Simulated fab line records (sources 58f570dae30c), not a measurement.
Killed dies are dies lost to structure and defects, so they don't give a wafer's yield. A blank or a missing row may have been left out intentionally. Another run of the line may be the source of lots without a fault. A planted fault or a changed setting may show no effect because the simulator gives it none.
fab line records | flow berkeleyCmos170
record lots=14 wafers=42 lastDay=13
route steps=331 shown ACTIVE@76 PLDD@149 V1@269 M3@328
lots with no fault: from the same line, run without faults
startH: start of the lot's first displayed wafer, in hours after the record's first day | waitH: hours since the lot's step before | " as in the row above | L1.1+2: one row covering several wafers at once | - no value, or no start was given | * or withheld: withheld | < > ~ a bound
route shown NAME@n: NAME is a module with steps in the file, n the number in the route of the first one | usual: the fault-free wafers' mean and standard deviation | same: alike in all rows | chamber/n: place in a boat | sites: per-site readings | _std_site: the standard deviation of these | _edge_site: the outer-site mean with the inner-site mean subtracted | radiusMm: how far each site lies from the wafer's centre | mask NAME#n: copy n | behind: the last tool/chamber to shape the wafer | hold: reason for holding the lot/hours on hold/outcome of the hold | device: transistor that didn't switch, given as n, p or np | end of line: at the end of the route, the tests of the same wafers | a step with no rows: only its recipe | killed: dies lost to structure and defects at the first sort, not the wafer's yield | map: a wafer's dies, x killed, . not, _ none there
set.NAME: the setting the step ran with; set.NAME@STEP: the setting that earlier step ran with | model.NAME: the simulator's own value behind a step, which no gauge read
route steps across a sampled set of lots; one table per step, one row per wafer
services: when a tool's chamber went out of use (startH, in hours from the record's first day, below 0 if earlier), for how many hours, and the reason
## steps
# step UCB170_ACTIVE_STRIP_16
# recipe chemistry=O2 powerW=400 pressureMtorr=3500 platenTempC=withheld o2FlowSccm=400 overashFraction=0.5
# usual drypumpMotorCurrentA=5.6/0.35 o2FlowSccm=400.2/1.1 oesProductAu=0.721/0.0048 stripTimeToEndpointS=18.11/0.072
# columns lot.wafer tool chamber startH waitH drypumpMotorCurrentA o2FlowSccm oesProductAu rfHoursCounterH stripTimeToEndpointS
L680.2 plasmaAsher-01 0 107.91 0.1 5.2 399.9 0.727 35 18.16
L680.3 " 1 " " 5.7 399.6 0.722 - 18.16
L680.4 " 0 " " 5.2 396.7 0.717 - 18.15
L679.3 plasmaAsher-03 1 108.11 0.1 5.6 400.2 0.723 - 18.18
L679.4 " 0 " " 6.3 400.2 0.720 - 18.17
L679.5 " 0 " " 6.3 400.2 0.714 - 18.03
L683.3 plasmaAsher-03 1 126.74 0.1 5.6 401.3 0.723 - 18.25
L683.5 " 1 " " 5.6 401.2 0.712 - 18.18
L683.6 " 0 " " 6.3 400.0 0.730 - 18.13
L682.1 plasmaAsher-01 0 126.94 0.1 5.3 401.9 0.721 37 18.07
L682.3 " 1 " " 5.8 400.5 0.723 - 17.96
L682.6 " 1 " " 5.7 398.9 0.717 - 18.12
L685.1 plasmaAsher-03 1 135.52 0.1 5.6 401.0 0.718 38 18.12
L685.4 " 0 " " 6.3 400.6 0.717 - 18.15
L685.5 " 1 " " 5.6 399.6 0.720 - 18.14
L684.1 plasmaAsher-01 1 135.59 0.1 5.7 401.9 0.725 38 18.14
L684.3 " 1 " " 5.7 400.5 0.716 - 18.15
L684.4 " 0 " " 5.2 400.4 0.721 - 17.96
L689.2 plasmaAsher-03 0 162.09 0.1 6.3 401.2 0.723 42 18.12
L689.4 " 1 " " 5.6 399.2 0.722 - 18.15
L689.5 " 1 " " 5.6 398.2 0.721 - 18.13
L690.1 plasmaAsher-03 0 162.63 0.1 6.3 401.4 0.719 42 18.02
L690.2 " 1 " " 5.6 401.1 0.720 42 17.99
L690.3 " 1 " " 5.6 400.3 0.710 - 18.08
L691.1 plasmaAsher-04 0 162.70 0.1 5.4 400.6 0.720 35 18.12
L691.3 " 0 " " 5.4 401.2 0.717 - 18.07
L691.6 " 1 " " 5.5 401.1 0.720 - 18.10
L692.1 plasmaAsher-01 0 162.87 0.1 5.3 400.2 0.728 41 18.04
L692.2 " 1 " " 5.8 400.8 0.721 41 18.02
L692.6 " 0 " " 5.2 400.0 0.721 - 17.98
L697.3 plasmaAsher-01 1 175.89 0.1 5.7 401.1 0.719 - 18.20
L697.4 " 0 " " 5.2 401.4 0.720 - 18.17
L697.6 " 1 " " 5.7 402.2 0.721 - 18.11
L698.1 plasmaAsher-03 1 181.14 0.1 5.6 400.3 0.720 44 18.08
L698.3 " 0 " " 6.3 402.8 0.720 - 18.15
L698.5 " 0 " " 6.3 400.5 0.715 - 18.09
L701.2 plasmaAsher-01 1 202.31 0.1 5.8 400.1 0.719 46 18.13
L701.3 " 1 " " 5.7 399.5 0.725 - 18.17
L701.4 " 0 " " 5.3 399.3 0.718 - 18.15
L702.2 plasmaAsher-01 0 206.85 0.1 5.2 402.0 0.729 47 18.03
L702.5 " 0 " " 5.2 400.4 0.716 - 18.02
L702.6 " 1 " " 5.7 399.5 0.719 - 18.11
# step UCB170_PLDD_PEB_04
# recipe pebTempC=130 pebTimeS=withheld resist=KrF
# usual chillPlateTempC=22.99/0.11 exhaustPa=45.0/0.78
# columns lot.wafer tool chamber startH waitH chillPlateTempC exhaustPa
L680.2 lithoTrack-01 0 157.30 0.3 22.97 46.0
L680.3 " 0 " " 23.05 45.3
L680.4 " 0 " " 23.08 45.7
L679.3 lithoTrack-02 0 166.89 0.4 23.03 44.2
L679.4 " 0 " " 22.91 44.6
L679.5 " 0 " " 22.99 44.3
L683.3 lithoTrack-02 0 183.89 0.1 23.11 45.2
L683.5 " 0 " " 23.00 45.2
L683.6 " 0 " " 23.10 46.7
L682.1 lithoTrack-01 0 184.15 0.1 23.02 46.2
L682.3 " 0 " " 22.84 44.2
L682.6 " 0 " " 22.93 46.0
L684.1 lithoTrack-02 0 202 - 22.98 45.4
L684.3 " 0 " " 23.11 44.7
L684.4 " 0 " " 23.10 45.3
L685.1 lithoTrack-01 0 202 - 22.85 46.0
L685.4 " 0 " " 22.83 45.5
L685.5 " 0 " " 22.97 45.6
L692.1 lithoTrack-01 0 220 - 23.24 45.5
L692.2 " 0 " " 23.08 44.5
L692.6 " 0 " " 23.22 44.4
L691.1 lithoTrack-04 0 221 - 23.18 45.3
L691.3 " 0 " " 23.23 45.4
L691.6 " 0 " " 23.17 45.3
L690.1 lithoTrack-04 - 221 - - -
L690.2 " - " " - -
L690.3 " - 222 - - -
L689.2 lithoTrack-02 - 222 - - -
L689.4 " - " " - -
L689.5 " - " " - -
L698.1 lithoTrack-02 0 236 - 23.02 46.1
L698.3 " 0 " " 23.04 45.8
L698.5 " 0 " " 23.03 44.8
L697.3 lithoTrack-04 0 236 - 23.06 43.7
L697.4 " 0 " " 22.95 44.7
L697.6 " 0 " " 23.03 44.5
L702.2 lithoTrack-02 0 262 - 22.85 45.7
L702.5 " 0 " " 22.96 44.2
L702.6 " 0 " " 23.06 46.2
L701.2 lithoTrack-02 0 263 - 23.16 44.1
L701.3 " 0 " " 23.29 44.9
L701.4 " 0 " " 23.07 44.5
# step UCB170_V1_STRIP_15
# recipe chemistry=O2 powerW=400 pressureMtorr=3500 platenTempC=withheld o2FlowSccm=400 overashFraction=0.5
# usual drypumpMotorCurrentA=5.6/0.34 o2FlowSccm=399.9/1.2 oesProductAu=0.723/0.0043 stripTimeToEndpointS=15.59/0.1
# columns lot.wafer tool chamber startH waitH drypumpMotorCurrentA o2FlowSccm oesProductAu rfHoursCounterH stripTimeToEndpointS
L680.2 plasmaAsher-03 0 189.41 0.1 6.2 398.1 0.725 45 15.66
L680.3 " 1 " " 5.6 401.0 0.712 - 15.64
L680.4 " 0 " " 6.3 398.1 0.727 - 15.55
L679.3 plasmaAsher-03 1 193.89 0.1 5.6 401.0 0.721 - 15.49
L679.4 " 0 " " 6.3 399.2 0.727 - 15.50
L679.5 " 1 " " 5.6 400.8 0.720 - 15.53
L682.1 plasmaAsher-03 1 214.01 0.1 5.6 399.4 0.721 48 15.79
L682.3 " 1 " " 5.6 400.1 0.718 - 15.70
L682.6 " 1 " " 5.6 399.7 0.726 - 15.80
L683.3 plasmaAsher-01 1 214.16 0.1 5.7 399.3 0.712 - 15.47
L683.5 " 0 " " 5.2 399.9 0.716 - 15.53
L683.6 " 1 " " 5.7 400.0 0.724 - 15.68
L684.1 plasmaAsher-03 1 235.78 0.1 5.6 399.9 0.727 51 15.45
L684.3 " 1 " " 5.6 399.6 0.726 - 15.56
L684.4 " 0 " " 6.3 400.5 0.727 - 15.65
L685.1 plasmaAsher-01 0 239.07 0.1 5.3 401.5 0.726 51 15.57
L685.4 " 0 " " 5.2 400.9 0.718 - 15.41
L685.5 " 0 " " 5.2 402.5 0.722 - 15.62
L690.1 plasmaAsher-04 1 251.72 0.1 5.5 400.7 0.722 42 15.39
L690.2 " 0 " " 5.3 397.5 0.718 42 15.62
L690.3 " 0 " " 5.4 398.7 0.726 - 15.65
L691.1 plasmaAsher-04 1 252.70 0.1 5.5 397.8 0.723 42 15.60
L691.3 " 1 " " 5.5 398.7 0.718 - 15.42
L691.6 " 1 " " 5.5 399.0 0.723 - 15.59
L692.1 plasmaAsher-04 0 252.87 0.1 5.3 397.1 0.720 42 15.62
L692.2 " 1 " " 5.5 400.6 0.719 42 15.57
L692.6 " 1 " " 5.5 400.4 0.722 - 15.60
L689.2 plasmaAsher-01 1 257.28 0.1 5.7 400.3 0.725 54 15.52
L689.4 " 0 " " 5.2 401.1 0.719 - 15.58
L689.5 " 0 " " 5.2 399.9 0.720 - 15.41
L698.1 plasmaAsher-04 1 286.19 0.1 5.5 399.1 0.723 46 15.55
L698.3 " 1 " " 5.5 398.6 0.728 - 15.51
L698.5 " 1 " " 5.5 399.4 0.719 - 15.44
L697.3 plasmaAsher-03 1 289.74 0.1 5.6 400.6 0.722 - 15.74
L697.4 " 0 " " 6.3 398.4 0.712 - 15.60
L697.6 " 1 " " 5.6 402.0 0.718 - 15.75
L702.2 plasmaAsher-01 0 289.83 0.1 5.2 400.0 0.732 58 15.71
L702.5 " 1 " " 5.7 398.8 0.716 - 15.67
L702.6 " 0 " " 5.3 399.6 0.717 - 15.54
L701.2 plasmaAsher-03 0 289.98 0.1 6.3 399.2 0.727 54 15.76
L701.3 " 0 " " 6.3 402.1 0.720 - 15.68
L701.4 " 1 " " 5.6 403.7 0.727 - 15.60
# step UCB170_M3_STRIP_19
# recipe chemistry=O2 powerW=400 pressureMtorr=3500 platenTempC=withheld o2FlowSccm=400 overashFraction=0.5
# usual drypumpMotorCurrentA=5.7/0.34 o2FlowSccm=400.0/1.2 oesProductAu=0.556/0.012
# columns lot.wafer tool chamber startH waitH drypumpMotorCurrentA o2FlowSccm oesProductAu rfHoursCounterH
L680.2 plasmaAsher-01 0 201.74 0.1 5.2 400.4 0.564 46
L680.3 " 0 " " 5.2 401.0 0.556 -
L680.4 " 1 " " 5.7 399.8 0.551 -
L679.3 plasmaAsher-01 1 206.76 0.1 5.7 397.2 0.578 -
L679.4 " 0 " " 5.2 399.6 0.566 -
L679.5 " 1 " " 5.7 400.2 0.564 -
L682.1 plasmaAsher-01 0 225.80 0.1 5.2 399.8 0.561 49
L682.3 " 0 " " 5.2 401.9 0.551 -
L682.6 " 0 " " 5.2 401.9 0.552 -
L683.3 plasmaAsher-01 0 226.38 0.1 5.2 400.1 0.536 -
L683.5 " 0 " " 5.2 399.2 0.540 -
L683.6 " 1 " " 5.7 400.9 0.557 -
L684.1 plasmaAsher-02 1 250.61 0.1 6.1 400.9 0.558 19
L684.3 " 0 " " 5.9 398.2 0.553 -
L684.4 " 1 " " 6.1 399.3 0.545 -
L685.1 plasmaAsher-01 1 251.84 0.1 5.8 398.6 0.573 53
L685.4 " 1 " " 5.7 399.0 0.567 -
L685.5 " 0 " " 5.2 400.4 0.567 -
L690.1 plasmaAsher-02 1 264.53 0.1 6.1 399.8 0.570 21
L690.2 " 0 " " 5.9 400.5 0.562 21
L690.3 " 1 " " 6.1 399.2 0.569 -
L692.1 plasmaAsher-02 0 265.20 0.1 5.9 399.4 0.563 21
L692.2 " 1 " " 6.1 401.0 0.552 21
L692.6 " 0 " " 5.9 400.0 0.556 -
L691.1 plasmaAsher-01 0 265.41 0.1 5.2 400.4 0.559 55
L691.3 " 1 " " 5.7 399.3 0.559 -
L691.6 " 1 " " 5.7 400.4 0.555 -
L689.2 plasmaAsher-02 1 269.53 0.1 6.2 400.3 0.568 22
L689.4 " 1 " " 6.2 402.2 0.571 -
L689.5 " 1 " " 6.1 401.3 0.566 -
L698.1 plasmaAsher-01 0 297.45 0.1 5.2 398.6 0.551 59
L698.3 " 1 " " 5.7 401.6 0.550 -
L698.5 " 0 " " 5.2 397.7 0.557 -
L702.2 plasmaAsher-01 1 299.70 0.1 5.7 402.3 0.556 60
L702.5 " 0 " " 5.3 398.2 0.558 -
L702.6 " 1 " " 5.7 400.8 0.561 -
L697.3 plasmaAsher-03 0 300.46 0.1 6.3 400.9 0.537 -
L697.4 " 1 " " 5.6 399.5 0.555 -
L697.6 " 0 " " 6.3 400.2 0.553 -
L701.2 plasmaAsher-01 1 301.85 0.1 5.7 400.1 0.544 60
L701.3 " 1 " " 5.7 401.8 0.548 -
L701.4 " 0 " " 5.2 400.2 0.556 -
## services
# columns tool chamber startH hours kind
plasmaAsher-03 - 88.72 4.0 repair
plasmaAsher-02 - 108.75 9.0 pm
plasmaAsher-02 0 108.75 9.0 ventCycle
plasmaAsher-02 1 108.75 9.0 ventCycle
plasmaAsher-02 0 117.75 - clean
plasmaAsher-02 1 117.75 - clean
plasmaAsher-04 - 125.88 3.4 repair
plasmaAsher-04 - 179.30 36.0 repair
plasmaAsher-03 - 185.98 2.8 pm
plasmaAsher-03 - 247.52 28.1 pm
plasmaAsher-04 - 297.62 4.2 repair
## key
firstSign step=UCB170_PLDD_PEB_04 reading=toolRecord direction=missing
effect none on later readings
metAt UCB170_PLDD_PEB_04
struckLots L689,L690
sortLeftOut L689.2,L689.4,L689.5,L690.1,L690.2,L690.3
testerLeftOut L689,L690
notActingAt UCB170_ACTIVE_STRIP_16,UCB170_V1_STRIP_15,UCB170_M3_STRIP_19
fault kind=skippedStepWhole tool=lithoTrack-02,lithoTrack-04 chamber=- onsetH=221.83 steps=UCB170_PLDD_PEB_04 scope=struckLotsOnly
# testerLeftOut: of these lots the tester's yield and bins aren't shown, on N5 and GAA mostly nor the transistor test; their killed dies are dies lost to structure and defects alone, not to doping, threshold or leakage, so they don't give the yield
# sortLeftOut: the simulated sort isn't trusted on such a fault, so these wafers' sort isn't shown, and their yield isn't known
